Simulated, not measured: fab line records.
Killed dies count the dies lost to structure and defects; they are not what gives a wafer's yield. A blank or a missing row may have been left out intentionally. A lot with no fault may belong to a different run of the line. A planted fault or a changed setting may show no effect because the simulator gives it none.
Which tool was responsible? ; flow berkeley_cmos170 ; 7 lots, 21 wafers sampled, at 4 steps of a route of 331

== WHAT EACH GAUGE READ, for each wafer ==
UCB170_M2_CD_MEAS_15: the cd target is 700 nm.
lot;measured;on;cd_nm (nm)
L418;day 8 01:58;cd_sem-02;699.2 699.2 700.4
L421;day 9 03:26;cd_sem-01;810.8 810.5 809.8
L426;day 10 03:09;cd_sem-01;700.1 698.5 698.8
L431;day 10 22:28;cd_sem-01;698.2 697.3 697.4
L433;day 11 04:19;cd_sem-01;698.4 699.1 697.3
L434;day 11 12:19;cd_sem-01;700.4 700.5 699.8
L438;day 12 03:44;cd_sem-02;700.9 701.2 699.6

== EACH LOT AND THE TOOL THAT RAN IT (in order: tool; ch and the chambers of the sampled wafers; start) ==
lot;UCB170_CONTACT_ETCH_17;UCB170_M2_STRIP_07;UCB170_M2_PEB_13
L418;rie_diel-01 ch 0,2,3, day 7 12:47;plasma_asher-04 ch 0,1, day 8 00:02;litho_track-04 ch 0, day 8 01:41
L421;rie_diel-03 ch 0,1,2, day 8 13:56;plasma_asher-04 ch 0,1, day 9 01:44;litho_track-02 ch 0, day 9 03:10
L426;rie_diel-04 ch 0,1,3, day 9 10:43;plasma_asher-04 ch 0,1, day 9 22:20;litho_track-01 ch 0, day 10 02:53
L431;rie_diel-03 ch 0,3, day 10 09:00;plasma_asher-03 ch 0,1, day 10 20:34;litho_track-01 ch 0, day 10 22:12
L433;rie_diel-01 ch 0,1,3, day 10 15:28;plasma_asher-04 ch 0,1, day 11 02:35;litho_track-01 ch 0, day 11 04:04
L434;rie_diel-03 ch 0,2, day 10 22:11;plasma_asher-01 ch 0,1, day 11 10:18;litho_track-04 ch 0, day 11 12:02
L438;rie_diel-04 ch 0,1, day 11 16:25;plasma_asher-01 ch 0,1, day 12 02:16;litho_track-01 ch 0, day 12 03:28
- UCB170_CONTACT_ETCH_17: etches BARC in N2/H2.
- UCB170_M2_STRIP_07: strips in O2.
- UCB170_M2_PEB_13

== THE ANSWER, worked out from the rows above alone ==
Rule: the usual values come from the lots themselves. Put in order of their means at a reading, lots are off if they are a third of the lots or fewer, leave a main group of 4 or more, and stand apart from it by a gap of 3 or more times the standard deviation of the main group's means; of several such gaps the widest counts. A main group whose means are all the same, to the digits that the tables above print for the reading, isn't used. Also off: a lot with no number at a reading for which 4 or more lots have one. Any other lot the step has rows for is counted as sound.
Off: L421 (UCB170_M2_CD_MEAS_15, cd_nm). The main group has a mean of 699.2 nm with a standard deviation of 1.
A tool fits if, at a process step before that reading, it ran every lot that is off, and no sound lot after the first of them. The gauges at UCB170_M2_CD_MEAS_15 are tried like those tools. One fits: litho_track-02 at UCB170_M2_PEB_13. It ran no sound lot before its first lot that is off in this sample, so the start can't be narrowed down.

== WHAT THE SIMULATOR HAD INSERTED ==
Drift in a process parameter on litho_track-02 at UCB170_M2_PEB_13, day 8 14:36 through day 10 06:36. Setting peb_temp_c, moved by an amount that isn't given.
Lots struck among those shown: L421. The rule above reached the same finding.
